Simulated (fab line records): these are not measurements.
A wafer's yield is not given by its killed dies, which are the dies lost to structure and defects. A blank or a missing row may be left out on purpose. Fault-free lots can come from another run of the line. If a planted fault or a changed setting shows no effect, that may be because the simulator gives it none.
fab line records	flow berkeley-cmos170
record: lots: 24	wafers: 72	last-day: 12
route steps=331 shown NWELL@16 ACTIVE@66 NLDD@165 M3@327
lots that met no fault: from a run of the same line without faults
start-h: the number of hours between the record's first day and the start of the first shown wafer of the lot	wait-h: hours elapsed since this lot's preceding step	" as in the row above	L1.1+2: several wafers, shown together as one row	- no value, or no start was given	* or withheld: withheld	< > ~ a bound
route shown NAME@n: NAME is a module with steps in the file, n the number in the route of the first one	usual: average and standard deviation across the fault-free wafers	same: alike in all rows	chamber/n: place in a boat	sites: readings site by site	_std_site: their standard deviation	_edge_site: mean of outer sites minus mean of inner sites	radius-mm: how far each site lies from the wafer's centre	mask NAME#n: copy n	behind: the tool/chamber that last shaped the wafer	hold: why the lot was held/for how many hours/how that ended	device: names the non-switching transistor (n, p or np)	end of line: the tests these same wafers got at the end of their route	a step given without rows: its recipe and nothing more	killed: not the wafer's yield, but the dies lost to structure and defects at the first sort	map: per-die view of a wafer (x killed, . not killed, _ where there is no die)
set.NAME: the setting that was run; set.NAME@STEP: the one run at that earlier step	model.NAME: the simulator's own value behind a step, which no gauge read
a sample of lots followed through the steps of the route, with each step as a table and each wafer as a row
services: the hour from which a tool's chamber was out of use, counted from the record's first day as start-h (under 0 if before that day), plus the number of hours and why
== steps ==
step: UCB170_NWELL_THK_MEAS_02
recipe: reads: SiO2_of_NWELL_OXIDATION_01
usual: NWELL_OXIDE_THK: 26.6/0.43
lot.wafer	tool	chamber	start-h	wait-h	NWELL_OXIDE_THK[nm]
L074.1	film-metro-02	-	32.74	0.0	26.4
L074.2	"	-	"	"	26.7
L074.6	"	-	"	"	26.3
L075.1	film-metro-01	-	32.74	0.0	26.3
L075.4	"	-	"	"	26.5
L075.5	"	-	"	"	26.4
L076.1	film-metro-04	-	42.72	0.0	27.4
L076.2	"	-	"	"	27.1
L076.5	"	-	"	"	27.3
L077.4	film-metro-01	-	42.75	0.0	26.2
L077.5	"	-	"	"	26.4
L077.6	"	-	"	"	26.5
L078.2	film-metro-01	-	49.67	0.0	26.7
L078.5	"	-	"	"	26.8
L078.6	"	-	"	"	26.7
L080.1	film-metro-01	-	57.85	0.0	26.5
L080.5	"	-	"	"	26.4
L080.6	"	-	"	"	26.6
L081.1	film-metro-04	-	57.85	0.0	26.9
L081.5	"	-	"	"	26.7
L081.6	"	-	"	"	26.7
L079.2	film-metro-02	-	57.86	0.0	26.2
L079.5	"	-	"	"	26.2
L079.6	"	-	"	"	26.0
L082.2	film-metro-02	-	67.71	0.0	26.2
L082.3	"	-	"	"	26.6
L082.4	"	-	"	"	27.0
L083.2	film-metro-04	-	73.16	0.0	26.7
L083.3	"	-	"	"	26.5
L083.4	"	-	"	"	26.6
L084.3	film-metro-02	-	77.01	0.0	25.9
L084.5	"	-	"	"	26.0
L084.6	"	-	"	"	25.9
L085.2	film-metro-02	-	83.53	0.0	26.2
L085.3	"	-	"	"	26.5
L085.6	"	-	"	"	26.6
L086.2	film-metro-02	-	86.22	0.0	27.0
L086.5	"	-	"	"	26.9
L086.6	"	-	"	"	26.9
L087.2	film-metro-01	-	92.47	0.0	26.3
L087.3	"	-	"	"	26.3
L087.5	"	-	"	"	26.5
L089.1	film-metro-02	-	98.99	0.0	27.0
L089.3	"	-	"	"	26.7
L089.6	"	-	"	"	26.6
L088.3	film-metro-04	-	99.01	0.0	25.9
L088.4	"	-	"	"	25.8
L088.5	"	-	"	"	25.9
L090.2	film-metro-01	-	114.17	0.0	26.4
L090.4	"	-	"	"	26.4
L090.5	"	-	"	"	26.6
L092.1	film-metro-04	-	122.29	0.0	26.6
L092.3	"	-	"	"	26.4
L092.5	"	-	"	"	26.9
L091.2	film-metro-01	-	122.30	0.0	26.1
L091.3	"	-	"	"	26.8
L091.5	"	-	"	"	26.7
L093.2	film-metro-02	-	122.30	0.0	25.5
L093.3	"	-	"	"	25.9
L093.4	"	-	"	"	25.6
L094.1	film-metro-01	-	122.35	0.1	26.1
L094.2	"	-	"	"	26.1
L094.5	"	-	"	"	26.1
L095.1	film-metro-01	-	132.19	0.0	27.3
L095.3	"	-	"	"	27.4
L095.4	"	-	"	"	27.3
L097.2	film-metro-04	-	137.80	0.0	27.1
L097.3	"	-	"	"	27.3
L097.6	"	-	"	"	26.8
L096.3	film-metro-01	-	137.81	0.0	26.6
L096.4	"	-	"	"	26.6
L096.5	"	-	"	"	26.7
step: UCB170_NWELL_ETCH_13
recipe: chemistry: CH3F/Ar/O2	target: Si3N4	stop-on: SiO2	CH3F_flow_sccm: 20	Ar_flow_sccm: 50	O2_flow_sccm: 7	pressure-mtorr: 50	rf-w: 450	target-depth-a: 2464	over-etch-frac: 0.09222	time-s: 154
usual: drypump-motor-current-A: 5.5/0.33	mfc-ar-sccm: 50.02/0.15	oes-product-au: 0.939/0.015	throttle-valve-pct: 8.05/0.12
lot.wafer	tool	chamber	start-h	wait-h	drypump-motor-current-A	mfc-ar-sccm	oes-product-au	rf-hours-counter-h	throttle-valve-pct
L074.1	rie-diel-02	3	42.57	0.0	5.9	50.02	0.919	3	7.92
L074.2	"	0	"	"	5.5	49.95	0.952	59	8.12
L074.6	"	3	"	"	6.0	49.75	0.931	-	7.94
L075.1	rie-diel-04	3	42.85	0.0	5.3	50.05	0.943	103	8.13
L075.4	"	2	"	"	5.4	50.23	0.919	144	8.21
L075.5	"	0	"	"	5.3	49.94	0.927	-	8.09
L076.1	rie-diel-02	2	54.61	0.0	5.4	50.21	0.944	1	8.01
L076.2	"	0	"	"	5.5	50.09	0.954	59	8.14
L076.5	"	1	"	"	5.6	49.88	0.943	-	8.07
L077.4	rie-diel-04	3	54.67	0.0	5.3	49.90	0.948	103	8.13
L077.5	"	1	"	"	4.8	50.18	0.925	-	7.84
L077.6	"	2	"	"	5.3	50.26	0.915	-	8.20
L078.2	rie-diel-02	3	56.46	0.0	5.9	49.98	0.927	4	7.92
L078.5	"	3	"	"	6.0	49.86	0.934	-	7.93
L078.6	"	2	"	"	5.4	50.14	0.925	-	8.02
L079.2	rie-diel-04	1	67.62	0.0	4.8	49.99	0.912	21	7.83
L079.5	"	3	"	"	5.4	50.19	0.940	-	8.15
L079.6	"	2	"	"	5.3	50.03	0.916	-	8.22
L080.1	rie-diel-02	0	67.89	0.0	5.6	49.90	0.956	60	8.13
L080.5	"	3	"	"	5.9	49.83	0.937	-	7.93
L080.6	"	2	"	"	5.4	50.26	0.942	-	8.01
L081.1	rie-diel-03	0	68.08	0.0	6.2	50.00	0.975	150	7.86
L081.5	"	0	"	"	6.2	50.06	0.976	-	7.87
L081.6	"	3	"	"	5.7	49.96	0.929	-	8.04
L082.2	rie-diel-03	0	76.94	0.0	6.2	49.99	0.972	150	7.87
L082.3	"	1	"	"	5.7	49.92	0.934	32	8.22
L082.4	"	2	"	"	5.7	50.15	0.931	1	8.03
L083.2	rie-diel-02	1	83.45	0.0	5.6	49.96	0.926	140	8.08
L083.3	"	2	"	"	5.4	49.93	0.934	3	7.99
L083.4	"	3	"	"	5.9	50.25	0.935	5	7.94
L084.3	rie-diel-03	2	85.10	0.0	5.6	49.96	0.943	2	8.03
L084.5	"	2	"	"	5.6	50.01	0.948	-	8.05
L084.6	"	3	"	"	5.7	49.92	0.936	-	8.02
L086.2	rie-diel-04	2	92.66	0.0	5.3	50.21	0.925	146	8.22
L086.5	"	0	"	"	5.3	50.10	0.929	-	8.10
L086.6	"	3	"	"	5.3	49.80	0.944	-	8.14
L085.2	rie-diel-03	0	92.77	0.0	6.2	50.18	0.981	151	7.85
L085.3	"	2	"	"	5.7	50.04	0.953	2	8.05
L085.6	"	2	"	"	5.7	49.89	0.952	-	8.03
L087.2	rie-diel-02	1	105.85	0.0	5.6	50.19	0.959	142	8.08
L087.3	"	0	"	"	5.5	50.07	0.972	62	8.14
L087.5	"	3	"	"	5.9	50.04	0.946	-	7.91
L089.1	rie-diel-04	2	106.12	0.0	5.3	50.07	0.910	147	8.23
L089.3	"	0	"	"	5.3	49.87	0.926	26	8.11
L089.6	"	2	"	"	5.3	49.94	0.921	-	8.21
L088.3	rie-diel-02	3	106.40	0.0	6.0	49.97	0.926	7	7.94
L088.4	"	0	"	"	5.5	50.04	0.957	62	8.15
L088.5	"	0	"	"	5.5	50.11	0.951	-	8.14
L090.2	rie-diel-04	3	123.28	0.0	5.4	49.96	0.944	108	8.12
L090.4	"	2	"	"	5.3	50.12	0.932	148	8.23
L090.5	"	2	"	"	5.3	50.00	0.923	-	8.21
L093.2	rie-diel-04	0	132.98	0.0	5.3	50.15	0.936	27	8.10
L093.3	"	3	"	"	5.4	50.24	0.961	108	8.15
L093.4	"	1	"	"	4.8	50.03	0.928	25	7.84
L092.1	rie-diel-03	0	133.43	0.0	6.2	49.94	0.971	153	7.85
L092.3	"	2	"	"	5.7	50.31	0.941	4	8.03
L092.5	"	3	"	"	5.7	50.06	0.943	-	8.02
L094.1	rie-diel-04	0	133.53	0.0	5.3	50.32	0.945	27	8.08
L094.2	"	2	"	"	5.4	50.36	0.930	148	8.23
L094.5	"	2	"	"	5.3	49.88	0.925	-	8.21
L091.2	rie-diel-02	0	133.70	0.0	5.6	50.05	0.962	64	8.13
L091.3	"	3	"	"	6.0	49.91	0.937	8	7.91
L091.5	"	1	"	"	5.6	50.11	0.950	-	8.07
L095.1	rie-diel-02	2	140.18	0.0	5.4	49.70	0.943	6	8.01
L095.3	"	3	"	"	6.0	50.25	0.932	9	7.92
L095.4	"	0	"	"	5.5	50.17	0.966	64	8.13
L097.2	rie-diel-02	0	148.30	0.0	5.5	49.99	0.942	64	8.14
L097.3	"	2	"	"	5.4	49.93	0.935	6	8.01
L097.6	"	2	"	"	5.4	49.84	0.936	-	8.00
L096.3	rie-diel-04	2	149.32	0.0	5.3	49.94	0.919	149	8.21
L096.4	"	0	"	"	5.3	50.20	0.934	28	8.10
L096.5	"	2	"	"	5.3	50.02	0.926	-	8.21
step: UCB170_ACTIVE_THK_MEAS_06
recipe: reads: Si3N4_of_ACTIVE_CVD_05
usual: ACTIVE_NITRIDE_THK: 220.1/2.3
lot.wafer	tool	chamber	start-h	wait-h	ACTIVE_NITRIDE_THK[nm]
L075.1	film-metro-03	-	85.54	0.0	223.0
L075.4	"	-	"	"	222.5
L075.5	"	-	"	"	222.2
L074.1	film-metro-03	-	85.60	0.1	221.3
L074.2	"	-	"	"	222.3
L074.6	"	-	"	"	222.0
L076.1	film-metro-02	-	110.47	0.0	221.5
L076.2	"	-	"	"	221.9
L076.5	"	-	"	"	221.6
L078.2	film-metro-04	-	110.48	0.0	221.6
L078.5	"	-	"	"	221.4
L078.6	"	-	"	"	219.0
L077.4	film-metro-03	-	110.50	0.0	217.9
L077.5	"	-	"	"	220.2
L077.6	"	-	"	"	217.2
L080.1	film-metro-02	-	125.92	0.0	222.3
L080.5	"	-	"	"	222.5
L080.6	"	-	"	"	222.5
L081.1	film-metro-04	-	125.92	0.0	221.7
L081.5	"	-	"	"	221.2
L081.6	"	-	"	"	221.6
L079.2	film-metro-03	-	125.93	0.0	219.5
L079.5	"	-	"	"	220.3
L079.6	"	-	"	"	220.8
L082.2	film-metro-03	-	131.43	0.0	223.2
L082.3	"	-	"	"	223.2
L082.4	"	-	"	"	223.2
L083.2	film-metro-02	-	140.28	0.0	219.3
L083.3	"	-	"	"	220.7
L083.4	"	-	"	"	220.1
L084.3	film-metro-03	-	140.29	0.0	220.0
L084.5	"	-	"	"	220.2
L084.6	"	-	"	"	219.9
L085.2	film-metro-02	-	146.55	0.0	223.8
L085.3	"	-	"	"	223.6
L085.6	"	-	"	"	222.6
L086.2	film-metro-03	-	146.55	0.0	221.5
L086.5	"	-	"	"	222.4
L086.6	"	-	"	"	221.4
L089.1	film-metro-04	-	156.48	0.0	219.4
L089.3	"	-	"	"	220.2
L089.6	"	-	"	"	223.4
L087.2	film-metro-02	-	156.49	0.0	220.5
L087.3	"	-	"	"	220.3
L087.5	"	-	"	"	221.9
L088.3	film-metro-03	-	156.50	0.0	221.9
L088.4	"	-	"	"	219.9
L088.5	"	-	"	"	220.7
L090.2	film-metro-03	-	174.91	0.0	214.2
L090.4	"	-	"	"	214.6
L090.5	"	-	"	"	217.3
L094.1	film-metro-02	-	184.85	0.0	221.5
L094.2	"	-	"	"	217.7
L094.5	"	-	"	"	218.9
L091.2	film-metro-03	-	184.86	0.0	216.8
L091.3	"	-	"	"	216.9
L091.5	"	-	"	"	217.3
L093.2	film-metro-04	-	184.86	0.0	220.3
L093.3	"	-	"	"	219.2
L093.4	"	-	"	"	218.4
L092.1	film-metro-02	-	195.49	0.0	219.3
L092.3	"	-	"	"	217.3
L092.5	"	-	"	"	217.2
L095.1	film-metro-03	-	195.49	0.0	218.4
L095.3	"	-	"	"	218.4
L095.4	"	-	"	"	219.1
L096.3	film-metro-04	-	202.75	0.0	214.5
L096.4	"	-	"	"	215.0
L096.5	"	-	"	"	217.8
L097.2	film-metro-04	-	202.80	0.1	217.4
L097.3	"	-	"	"	218.2
L097.6	"	-	"	"	218.2
step: UCB170_ACTIVE_ETCH_15
recipe: chemistry: CH3F/Ar/O2	target: Si3N4	stop-on: SiO2	CH3F_flow_sccm: 20	Ar_flow_sccm: 50	O2_flow_sccm: 7	pressure-mtorr: 50	rf-w: 450	target-depth-a: 2420	over-etch-frac: 0.1	time-s: 151
usual: drypump-motor-current-A: 5.7/0.31	mfc-ar-sccm: 50.00/0.16	oes-product-au: 0.938/0.012	throttle-valve-pct: 8.04/0.12
lot.wafer	tool	chamber	start-h	wait-h	drypump-motor-current-A	mfc-ar-sccm	oes-product-au	rf-hours-counter-h	throttle-valve-pct
L075.1	rie-diel-03	2	88.15	0.0	5.8	49.93	0.938	2	8.04
L075.4	"	0	"	"	6.2	50.06	0.976	151	7.86
L075.5	"	0	"	"	6.2	50.11	0.982	-	7.86
L074.1	rie-diel-02	0	88.19	0.0	5.6	50.06	0.950	61	8.14
L074.2	"	3	"	"	5.9	49.89	0.940	6	7.94
L074.6	"	2	"	"	5.4	50.14	0.946	-	8.01
L076.1	rie-diel-01	0	111.86	0.0	6.3	49.77	0.944	94	7.92
L076.2	"	1	"	"	5.2	50.07	0.951	21	7.87
L076.5	"	0	"	"	6.2	50.00	0.939	-	7.94
L078.2	rie-diel-03	0	111.92	0.0	6.2	50.29	0.974	152	7.86
L078.5	"	1	"	"	5.7	50.07	0.937	-	8.20
L078.6	"	2	"	"	5.7	50.09	0.937	-	8.05
L077.4	rie-diel-02	1	112.59	0.0	5.6	49.96	0.918	142	8.09
L077.5	"	2	"	"	5.4	49.63	0.938	-	8.01
L077.6	"	1	"	"	5.6	50.22	0.925	-	8.09
L079.2	rie-diel-02	0	127.14	0.0	5.6	50.04	0.942	63	8.14
L079.5	"	0	"	"	5.6	49.93	0.950	-	8.12
L079.6	"	1	"	"	5.6	49.81	0.937	-	8.08
L081.1	rie-diel-01	1	127.82	0.0	5.2	50.19	0.951	22	7.88
L081.5	"	3	"	"	6.2	49.97	0.955	-	8.07
L081.6	"	2	"	"	5.4	50.14	0.936	-	8.28
L080.1	rie-diel-02	1	128.06	0.0	5.6	50.06	0.947	143	8.08
L080.5	"	1	"	"	5.6	50.13	0.943	-	8.09
L080.6	"	0	"	"	5.6	50.02	0.954	-	8.12
L082.2	rie-diel-02	0	134.00	0.0	5.5	50.14	0.955	64	8.13
L082.3	"	1	"	"	5.6	49.87	0.943	143	8.09
L082.4	"	2	"	"	5.4	50.06	0.945	5	8.00
L084.3	rie-diel-01	0	141.46	0.0	6.2	50.01	0.945	95	7.93
L084.5	"	0	"	"	6.2	50.11	0.935	-	7.92
L084.6	"	1	"	"	5.2	49.94	0.943	-	7.88
L083.2	rie-diel-03	2	141.70	0.0	5.7	50.27	0.933	4	8.05
L083.3	"	1	"	"	5.7	50.29	0.934	35	8.20
L083.4	"	3	"	"	5.7	49.90	0.923	-	8.04
L085.2	rie-diel-01	1	148.09	0.0	5.2	49.84	0.947	22	7.88
L085.3	"	0	"	"	6.3	50.03	0.952	95	7.92
L085.6	"	2	"	"	5.4	50.10	0.944	-	8.27
L086.2	rie-diel-03	2	148.21	0.0	5.7	50.24	0.943	4	8.04
L086.5	"	2	"	"	5.7	50.15	0.940	-	8.05
L086.6	"	3	"	"	5.7	49.96	0.926	-	8.03
L089.1	rie-diel-01	3	157.68	0.0	6.2	49.78	0.945	51	8.10
L089.3	"	1	"	"	5.2	49.97	0.938	23	7.86
L089.6	"	1	"	"	5.2	49.97	0.947	-	7.88
L088.3	rie-diel-03	3	157.92	0.0	5.7	50.19	0.924	12	8.02
L088.4	"	2	"	"	5.7	49.98	0.929	-	8.04
L088.5	"	3	"	"	5.7	49.91	0.926	-	8.02
L087.2	rie-diel-02	3	158.08	0.0	5.9	49.85	0.932	9	7.92
L087.3	"	0	"	"	5.5	49.93	0.957	64	8.11
L087.5	"	1	"	"	5.6	49.70	0.937	-	8.08
L090.2	rie-diel-01	3	175.96	0.0	6.2	50.14	0.935	52	8.08
L090.4	"	2	"	"	5.4	49.83	0.925	12	8.27
L090.5	"	2	"	"	5.4	49.97	0.929	-	8.27
L091.2	rie-diel-03	3	186.07	0.0	5.7	50.29	0.916	13	8.03
L091.3	"	2	"	"	5.7	49.83	0.935	6	8.04
L091.5	"	2	"	"	5.7	49.92	0.932	-	8.04
L094.1	rie-diel-01	3	186.24	0.0	6.2	49.97	0.958	52	8.08
L094.2	"	1	"	"	5.2	49.89	0.941	24	7.87
L094.5	"	3	"	"	6.3	49.96	0.944	-	8.08
L093.2	rie-diel-02	3	186.33	0.0	5.9	49.74	0.929	10	7.91
L093.3	"	2	"	"	5.4	49.87	0.936	8	8.00
L093.4	"	1	"	"	5.6	49.99	0.933	146	8.09
L095.1	rie-diel-02	0	197.26	0.0	5.5	49.98	0.941	66	8.15
L095.3	"	2	"	"	5.4	50.01	0.925	8	8.02
L095.4	"	1	"	"	5.6	50.03	0.931	146	8.08
L092.1	rie-diel-03	1	197.39	0.0	5.7	50.09	0.927	37	8.21
L092.3	"	0	"	"	6.2	50.30	0.945	1	7.86
L092.5	"	1	"	"	5.7	49.93	0.933	-	8.21
L096.3	rie-diel-02	1	204.14	0.0	5.6	49.94	0.919	147	8.08
L096.4	"	0	"	"	5.5	50.03	0.938	66	8.14
L096.5	"	3	"	"	5.9	50.20	0.923	-	7.92
L097.2	rie-diel-03	3	204.39	0.0	5.7	50.24	0.917	14	8.03
L097.3	"	2	"	"	5.7	49.91	0.934	7	8.05
L097.6	"	3	"	"	5.7	50.29	0.919	-	8.02
step: UCB170_NLDD_OVL_MEAS_07
usual: NLDD_OVL: 3/5.3
lot.wafer	tool	chamber	start-h	wait-h	NLDD_OVL[nm]
L075.1	overlay-02	-	153.83	0.1	10
L075.4	"	-	"	"	9
L075.5	"	-	"	"	13
L074.1	overlay-02	-	154.42	0.1	2
L074.2	"	-	"	"	6
L074.6	"	-	"	"	0
L076.1	overlay-02	-	165.97	0.1	12
L076.2	"	-	"	"	1
L076.5	"	-	"	"	5
L078.2	overlay-01	-	166.53	0.1	9
L078.5	"	-	"	"	-4
L078.6	"	-	"	"	0
L077.4	overlay-02	-	166.87	0.1	-3
L077.5	"	-	"	"	-1
L077.6	"	-	"	"	2
L081.1	overlay-02	-	183.23	0.1	3
L081.5	"	-	"	"	5
L081.6	"	-	"	"	8
L080.1	overlay-02	-	183.79	0.1	8
L080.5	"	-	"	"	-2
L080.6	"	-	"	"	10
L079.2	overlay-01	-	183.98	0.1	-6
L079.5	"	-	"	"	0
L079.6	"	-	"	"	-6
L082.2	overlay-01	-	194.26	0.1	1
L082.3	"	-	"	"	3
L082.4	"	-	"	"	-3
L085.2	overlay-01	-	202.37	0.1	1
L085.3	"	-	"	"	-3
L085.6	"	-	"	"	3
L084.3	overlay-01	-	202.89	0.1	6
L084.5	"	-	"	"	12
L084.6	"	-	"	"	2
L083.2	overlay-01	-	203.13	0.1	2
L083.3	"	-	"	"	2
L083.4	"	-	"	"	5
L086.2	overlay-01	-	203.37	0.1	7
L086.5	"	-	"	"	8
L086.6	"	-	"	"	1
L087.2	overlay-01	-	216.34	0.1	-3
L087.3	"	-	"	"	7
L087.5	"	-	"	"	5
L089.1	overlay-01	-	216.48	0.1	10
L089.3	"	-	"	"	12
L089.6	"	-	"	"	4
L088.3	overlay-01	-	216.62	0.1	-6
L088.4	"	-	"	"	6
L088.5	"	-	"	"	0
L090.2	overlay-02	-	232.95	0.1	11
L090.4	"	-	"	"	8
L090.5	"	-	"	"	9
L091.2	overlay-01	-	245.08	0.1	-4
L091.3	"	-	"	"	-10
L091.5	"	-	"	"	-2
L093.2	overlay-02	-	246.19	0.1	-2
L093.3	"	-	"	"	-6
L093.4	"	-	"	"	-2
L094.1	overlay-01	-	246.29	0.1	4
L094.2	"	-	"	"	2
L094.5	"	-	"	"	12
L095.1	overlay-01	-	256.23	0.1	8
L095.3	"	-	"	"	3
L095.4	"	-	"	"	1
L096.3	overlay-01	-	256.52	0.1	3
L096.4	"	-	"	"	0
L096.5	"	-	"	"	0
L092.1	overlay-02	-	256.63	0.1	9
L092.3	"	-	"	"	6
L092.5	"	-	"	"	8
L097.2	overlay-02	-	256.91	0.1	3
L097.3	"	-	"	"	4
L097.6	"	-	"	"	2
step: UCB170_M3_METAL_ETCH_18
recipe: chemistry: Cl2/BCl3	target: Al	stop-on: SiO2	pressure-mtorr: 12	target-depth-a: 11700	over-etch-frac: 0.3	time-s: 195	icp-w: 600	bias-w: 120	Cl2_flow_sccm: 90	bcl3-flow-sccm: 45
usual: drypump-motor-current-A: 5.7/0.38	oes-product-au: 0.854/0.0097	throttle-valve-pct: 24.41/0.22
lot.wafer	tool	chamber	start-h	wait-h	drypump-motor-current-A	oes-product-au	rf-hours-counter-h	throttle-valve-pct
L075.1	rie-metal-02	0	187.27	-	5.5	0.877	11	24.16
L075.4	"	0	"	"	5.5	0.882	-	24.17
L075.5	"	0	"	"	5.5	0.876	-	24.17
L074.1	rie-metal-02	0	191.91	-	5.4	0.864	11	24.18
L074.2	"	0	"	"	5.4	0.855	-	24.19
L074.6	"	0	"	"	5.5	0.861	-	24.17
L078.2	rie-metal-03	1	199.61	-	5.9	0.856	9	24.23
L078.5	"	1	"	"	5.9	0.848	-	24.23
L078.6	"	0	"	"	5.4	0.865	-	24.42
L076.1	rie-metal-04	0	202.20	-	6.3	0.845	3	24.71
L076.2	"	1	"	"	5.2	0.841	1	24.76
L076.5	"	0	"	"	6.3	0.849	-	24.72
L077.4	rie-metal-03	0	202.39	-	5.4	0.849	-	24.40
L077.5	"	1	"	"	5.9	0.853	-	24.23
L077.6	"	0	"	"	5.4	0.850	-	24.42
L079.2	rie-metal-03	1	216.96	-	5.9	0.861	10	24.22
L079.5	"	1	"	"	5.9	0.861	-	24.20
L079.6	"	0	"	"	5.4	0.854	-	24.41
L081.1	rie-metal-02	0	217.53	-	5.5	0.859	12	24.18
L081.5	"	1	"	"	5.5	0.860	-	24.32
L081.6	"	0	"	"	5.5	0.866	-	24.16
L080.1	rie-metal-04	0	217.80	-	6.3	0.844	4	24.70
L080.5	"	0	"	"	6.3	0.848	-	24.72
L080.6	"	1	"	"	5.2	0.849	-	24.76
L082.2	rie-metal-04	0	231.88	-	6.3	0.854	-	24.73
L082.3	"	0	"	"	6.3	0.842	-	24.71
L082.4	"	0	"	"	6.3	0.849	-	24.72
L085.2	rie-metal-04	0	240.00	-	6.3	0.843	-	24.70
L085.3	"	0	"	"	6.3	0.850	-	24.70
L085.6	"	0	"	"	6.3	0.840	-	24.72
L083.2	rie-metal-02	0	241.77	-	5.5	0.870	12	24.17
L083.3	"	0	"	"	5.5	0.866	-	24.20
L083.4	"	1	"	"	5.5	0.857	-	24.31
L086.2	rie-metal-03	0	243.22	-	5.4	0.850	6	24.41
L086.5	"	0	"	"	5.4	0.852	-	24.41
L086.6	"	1	"	"	5.9	0.853	-	24.22
L084.3	rie-metal-04	0	243.62	-	6.4	0.853	-	24.70
L084.5	"	0	"	"	6.4	0.862	-	24.70
L084.6	"	0	"	"	6.4	0.862	-	24.72
L087.2	rie-metal-03	1	249.13	-	6.0	0.854	11	24.24
L087.3	"	1	"	"	5.9	0.852	-	24.22
L087.5	"	1	"	"	5.9	0.854	-	24.23
L089.1	rie-metal-02	0	252.74	-	5.5	0.872	13	24.18
L089.3	"	0	"	"	5.5	0.858	-	24.17
L089.6	"	0	"	"	5.4	0.874	-	24.18
L088.3	rie-metal-04	0	252.81	-	6.3	0.835	-	24.71
L088.4	"	0	"	"	6.3	0.842	-	24.70
L088.5	"	0	"	"	6.4	0.837	-	24.73
L090.2	rie-metal-02	1	267.71	-	5.5	0.855	6	24.30
L090.4	"	1	"	"	5.5	0.846	-	24.31
L090.5	"	1	"	"	5.5	0.845	-	24.32
L094.1	rie-metal-03	0	277.53	-	5.4	0.869	7	24.40
L094.2	"	1	"	"	5.9	0.849	11	24.22
L094.5	"	0	"	"	5.4	0.850	-	24.40
L091.2	rie-metal-02	0	279.96	-	5.5	0.866	14	24.18
L091.3	"	0	"	"	5.5	0.862	-	24.16
L091.5	"	1	"	"	5.5	0.839	-	24.30
L093.2	rie-metal-03	1	280.51	-	5.9	0.856	12	24.24
L093.3	"	1	"	"	5.9	0.846	-	24.25
L093.4	"	0	"	"	5.4	0.860	-	24.41
L095.1	rie-metal-03	0	294.14	-	5.4	0.853	7	24.42
L095.3	"	1	"	"	5.9	0.848	-	24.23
L095.4	"	0	"	"	5.4	0.845	-	24.41
L092.1	rie-metal-03	1	296.69	-	5.9	0.852	12	24.25
L092.3	"	0	"	"	5.4	0.861	-	24.41
L092.5	"	1	"	"	5.9	0.846	-	24.23
L097.2	rie-metal-04	0	296.97	-	6.3	0.856	7	24.70
L097.3	"	0	"	"	6.4	0.860	-	24.70
L097.6	"	1	"	"	5.2	0.849	-	24.76
L096.3	rie-metal-02	1	297.75	-	5.5	0.850	-	24.31
L096.4	"	0	"	"	5.4	0.862	-	24.18
L096.5	"	1	"	"	5.5	0.851	-	24.30
== services ==
tool	chamber	start-h	hours	kind
rie-diel-03	0	31.07	7.1	repair
rie-diel-03	3	36.57	3.8	repair
rie-metal-02	0	76.11	9.2	repair
rie-diel-04	2	82.90	9.5	repair
rie-diel-03	3	134.08	4.8	repair
rie-metal-02	-	147.40	2.8	pm
rie-diel-04	3	154.08	7.4	repair
rie-diel-03	3	167.16	8.5	repair
rie-diel-03	0	167.63	7.3	repair
rie-diel-03	1	177.26	12.4	repair
rie-diel-04	3	181.72	6.8	repair
rie-diel-04	2	182.19	11.9	repair
rie-metal-02	1	186.34	21.8	repair
rie-metal-03	0	193.79	2.6	repair
rie-metal-02	0	195.49	21.1	repair
rie-diel-01	3	199.35	16.5	repair
rie-diel-04	2	204.70	9.7	repair
rie-metal-04	1	221.62	34.9	repair
rie-diel-01	1	223.39	7.0	repair
rie-diel-03	0	246.02	10.9	repair
rie-diel-03	1	263.85	4.6	repair
rie-diel-01	2	264.73	4.3	repair
rie-diel-04	3	265.15	1.2	repair
rie-metal-04	-	270.23	0.5	repair
== key ==
fault none
